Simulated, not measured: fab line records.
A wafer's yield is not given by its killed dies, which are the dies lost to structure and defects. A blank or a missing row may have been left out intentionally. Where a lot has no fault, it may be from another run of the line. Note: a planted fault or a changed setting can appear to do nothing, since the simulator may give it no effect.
Which tool did it? || flow berkeleyCmos170 || 14 lots, 42 wafers sampled, at 3 steps of a route of 331

WHAT THE GAUGES READ, wafer by wafer
UCB170_SDANNEAL_RS_MEAS_02: a four-point-probe measurement.
{"lot": "L436", "measured": "day 6 11:21", "on": "filmMetro-01", "PSD_RS (ohm/sq)": "75.54 75.39 75.39"}
{"lot": "L437", "measured": "day 6 11:35", "on": "filmMetro-02", "PSD_RS (ohm/sq)": "75.92 75.55 75.98"}
{"lot": "L438", "measured": "day 7 11:31", "on": "filmMetro-03", "PSD_RS (ohm/sq)": "75.59 75.34 75.53"}
{"lot": "L440", "measured": "day 7 11:55", "on": "filmMetro-01", "PSD_RS (ohm/sq)": "75.39 75.14 75.56"}
{"lot": "L441", "measured": "day 7 12:15", "on": "filmMetro-03", "PSD_RS (ohm/sq)": "76.84 76.97 77.03"}
{"lot": "L444", "measured": "day 8 14:49", "on": "filmMetro-03", "PSD_RS (ohm/sq)": "77.31 76.97 77.38"}
{"lot": "L443", "measured": "day 8 15:50", "on": "filmMetro-03", "PSD_RS (ohm/sq)": "75.47 75.22 75.18"}
{"lot": "L452", "measured": "day 9 17:11", "on": "filmMetro-03", "PSD_RS (ohm/sq)": "75.61 75.19 75.54"}
{"lot": "L448", "measured": "day 9 17:25", "on": "filmMetro-01", "PSD_RS (ohm/sq)": "75.65 75.78 75.95"}
{"lot": "L454", "measured": "day 10 07:43", "on": "filmMetro-01", "PSD_RS (ohm/sq)": "75.41 74.90 75.02"}
{"lot": "L455", "measured": "day 10 15:58", "on": "filmMetro-01", "PSD_RS (ohm/sq)": "75.23 74.90 75.50"}
{"lot": "L457", "measured": "day 11 09:33", "on": "filmMetro-01", "PSD_RS (ohm/sq)": "75.58 75.53 75.74"}
{"lot": "L456", "measured": "day 11 09:58", "on": "filmMetro-01", "PSD_RS (ohm/sq)": "75.06 75.27 75.39"}
{"lot": "L458", "measured": "day 11 09:29", "on": "filmMetro-03", "PSD_RS (ohm/sq)": "76.08 75.65 75.76"}

TOOL THAT RAN EACH LOT (tool first, then ch and the chambers of the sampled wafers, then the start)
{"lot": "L436", "UCB170_PSD_IMPLANT_08": "implanter-02 ch 0, day 6 08:07", "UCB170_PSD_STRIP_09": "plasmaAsher-03 ch 0,1, day 6 08:16"}
{"lot": "L437", "UCB170_PSD_IMPLANT_08": "implanter-04 ch 0, day 6 08:21", "UCB170_PSD_STRIP_09": "plasmaAsher-03 ch 0,1, day 6 08:30"}
{"lot": "L438", "UCB170_PSD_IMPLANT_08": "implanter-04 ch 0, day 7 08:28", "UCB170_PSD_STRIP_09": "plasmaAsher-01 ch 0,1, day 7 08:35"}
{"lot": "L440", "UCB170_PSD_IMPLANT_08": "implanter-02 ch 0, day 7 08:43", "UCB170_PSD_STRIP_09": "plasmaAsher-02 ch 0,1, day 7 08:52"}
{"lot": "L441", "UCB170_PSD_IMPLANT_08": "implanter-04 ch 0, day 7 09:02", "UCB170_PSD_STRIP_09": "plasmaAsher-01 ch 0,1, day 7 09:10"}
{"lot": "L444", "UCB170_PSD_IMPLANT_08": "implanter-04 ch 0, day 8 11:22", "UCB170_PSD_STRIP_09": "plasmaAsher-03 ch 0,1, day 8 11:31"}
{"lot": "L443", "UCB170_PSD_IMPLANT_08": "implanter-01 ch 0, day 8 11:55", "UCB170_PSD_STRIP_09": "plasmaAsher-01 ch 0,1, day 8 12:04"}
{"lot": "L452", "UCB170_PSD_IMPLANT_08": "implanter-01 ch 0, day 9 13:51", "UCB170_PSD_STRIP_09": "plasmaAsher-01 ch 1, day 9 14:04"}
{"lot": "L448", "UCB170_PSD_IMPLANT_08": "implanter-02 ch 0, day 9 14:01", "UCB170_PSD_STRIP_09": "plasmaAsher-03 ch 0,1, day 9 14:10"}
{"lot": "L454", "UCB170_PSD_IMPLANT_08": "implanter-01 ch 0, day 10 03:49", "UCB170_PSD_STRIP_09": "plasmaAsher-03 ch 0,1, day 10 03:56"}
{"lot": "L455", "UCB170_PSD_IMPLANT_08": "implanter-01 ch 0, day 10 12:20", "UCB170_PSD_STRIP_09": "plasmaAsher-03 ch 0,1, day 10 12:27"}
{"lot": "L457", "UCB170_PSD_IMPLANT_08": "implanter-02 ch 0, day 11 03:59", "UCB170_PSD_STRIP_09": "plasmaAsher-02 ch 0,1, day 11 04:06"}
{"lot": "L456", "UCB170_PSD_IMPLANT_08": "implanter-04 ch 0, day 11 04:11", "UCB170_PSD_STRIP_09": "plasmaAsher-01 ch 0,1, day 11 04:20"}
{"lot": "L458", "UCB170_PSD_IMPLANT_08": "implanter-02 ch 0, day 11 04:17", "UCB170_PSD_STRIP_09": "plasmaAsher-02 ch 0, day 11 04:26"}
- UCB170_PSD_IMPLANT_08
- UCB170_PSD_STRIP_09: strips in O2.

AS READ BY THE TOOLS THEMSELVES (means over the sampled wafers that have a number; for cases with no such wafer, the mark the record gives instead)
UCB170_PSD_IMPLANT_08.
{"lot": "L436", "tool": "implanter-02", "doseIonsCm2": 3e+15}
{"lot": "L437", "tool": "implanter-04", "doseIonsCm2": 3e+15}
{"lot": "L438", "tool": "implanter-04", "doseIonsCm2": 3e+15}
{"lot": "L440", "tool": "implanter-02", "doseIonsCm2": 3e+15}
{"lot": "L441", "tool": "implanter-04", "doseIonsCm2": 3e+15}
{"lot": "L444", "tool": "implanter-04", "doseIonsCm2": 3e+15}
{"lot": "L443", "tool": "implanter-01", "doseIonsCm2": 3e+15}
{"lot": "L452", "tool": "implanter-01", "doseIonsCm2": 3e+15}
{"lot": "L448", "tool": "implanter-02", "doseIonsCm2": 3e+15}
{"lot": "L454", "tool": "implanter-01", "doseIonsCm2": 3e+15}
{"lot": "L455", "tool": "implanter-01", "doseIonsCm2": 3e+15}
{"lot": "L457", "tool": "implanter-02", "doseIonsCm2": 3e+15}
{"lot": "L456", "tool": "implanter-04", "doseIonsCm2": 3e+15}
{"lot": "L458", "tool": "implanter-02", "doseIonsCm2": 3e+15}

UCB170_PSD_STRIP_09.
{"lot": "L436", "tool": "plasmaAsher-03", "drypumpMotorCurrentA (A)": 5.7, "oesProductAu (a.u.)": 0.607, "stripTimeToEndpointS (s)": 29.38}
{"lot": "L437", "tool": "plasmaAsher-03", "drypumpMotorCurrentA (A)": 5.7, "oesProductAu (a.u.)": 0.598, "stripTimeToEndpointS (s)": 29.37}
{"lot": "L438", "tool": "plasmaAsher-01", "drypumpMotorCurrentA (A)": 5.5, "oesProductAu (a.u.)": 0.599, "stripTimeToEndpointS (s)": 29.38}
{"lot": "L440", "tool": "plasmaAsher-02", "drypumpMotorCurrentA (A)": 6.6, "oesProductAu (a.u.)": 0.602, "stripTimeToEndpointS (s)": 29.44}
{"lot": "L441", "tool": "plasmaAsher-01", "drypumpMotorCurrentA (A)": 5.5, "oesProductAu (a.u.)": 0.608, "stripTimeToEndpointS (s)": 29.02}
{"lot": "L444", "tool": "plasmaAsher-03", "drypumpMotorCurrentA (A)": 5.7, "oesProductAu (a.u.)": 0.606, "stripTimeToEndpointS (s)": 29.19}
{"lot": "L443", "tool": "plasmaAsher-01", "drypumpMotorCurrentA (A)": 5.3, "oesProductAu (a.u.)": 0.603, "stripTimeToEndpointS (s)": 29.43}
{"lot": "L452", "tool": "plasmaAsher-01", "drypumpMotorCurrentA (A)": 5.8, "oesProductAu (a.u.)": 0.603, "stripTimeToEndpointS (s)": 29.39}
{"lot": "L448", "tool": "plasmaAsher-03", "drypumpMotorCurrentA (A)": 5.7, "oesProductAu (a.u.)": 0.599, "stripTimeToEndpointS (s)": 29.37}
{"lot": "L454", "tool": "plasmaAsher-03", "drypumpMotorCurrentA (A)": 5.5, "oesProductAu (a.u.)": 0.596, "stripTimeToEndpointS (s)": 29.40}
{"lot": "L455", "tool": "plasmaAsher-03", "drypumpMotorCurrentA (A)": 5.7, "oesProductAu (a.u.)": 0.597, "stripTimeToEndpointS (s)": 29.35}
{"lot": "L457", "tool": "plasmaAsher-02", "drypumpMotorCurrentA (A)": 6.5, "oesProductAu (a.u.)": 0.602, "stripTimeToEndpointS (s)": 29.32}
{"lot": "L456", "tool": "plasmaAsher-01", "drypumpMotorCurrentA (A)": 5.5, "oesProductAu (a.u.)": 0.595, "stripTimeToEndpointS (s)": 29.34}
{"lot": "L458", "tool": "plasmaAsher-02", "drypumpMotorCurrentA (A)": 6.5, "oesProductAu (a.u.)": 0.604, "stripTimeToEndpointS (s)": 29.32}

THE ANSWER, worked out from the rows above alone
Rule: usual is defined by the lots themselves. Put in order of their means at a reading, lots are off if they are a third of the lots or fewer, leave a main group of 4 or more, and stand apart from it by a gap of 3 or more times the standard deviation of the main group's means; of several such gaps the widest counts. If all means in a main group match to the digits the tables above print for the reading, that group is not used. A lot without any number at a reading at which 4 lots or more have one is off too. All remaining lots with rows at the step are treated as sound. Order of review: gauges by route order, followed by the tools' own readings, for which a lot's mean as printed above is used. At the first step where some lot is off, the reading lying furthest off is the one used; lots without a number count as furthest.
Off: L441, L444, seen at UCB170_SDANNEAL_RS_MEAS_02 (PSD_RS). For the main group the mean is 75.47 ohm/sq and the standard deviation 0.24.
If a tool, at a process step before that reading, ran all the lots that are off and no sound lot after the first of them, it fits. Not tried: the gauges at UCB170_SDANNEAL_RS_MEAS_02; whatever is off there is also off at UCB170_PSD_STRIP_09, on other tools, and gauge error can't account for it. No candidate that was tried fits.

WHAT THE SIMULATOR PUT IN
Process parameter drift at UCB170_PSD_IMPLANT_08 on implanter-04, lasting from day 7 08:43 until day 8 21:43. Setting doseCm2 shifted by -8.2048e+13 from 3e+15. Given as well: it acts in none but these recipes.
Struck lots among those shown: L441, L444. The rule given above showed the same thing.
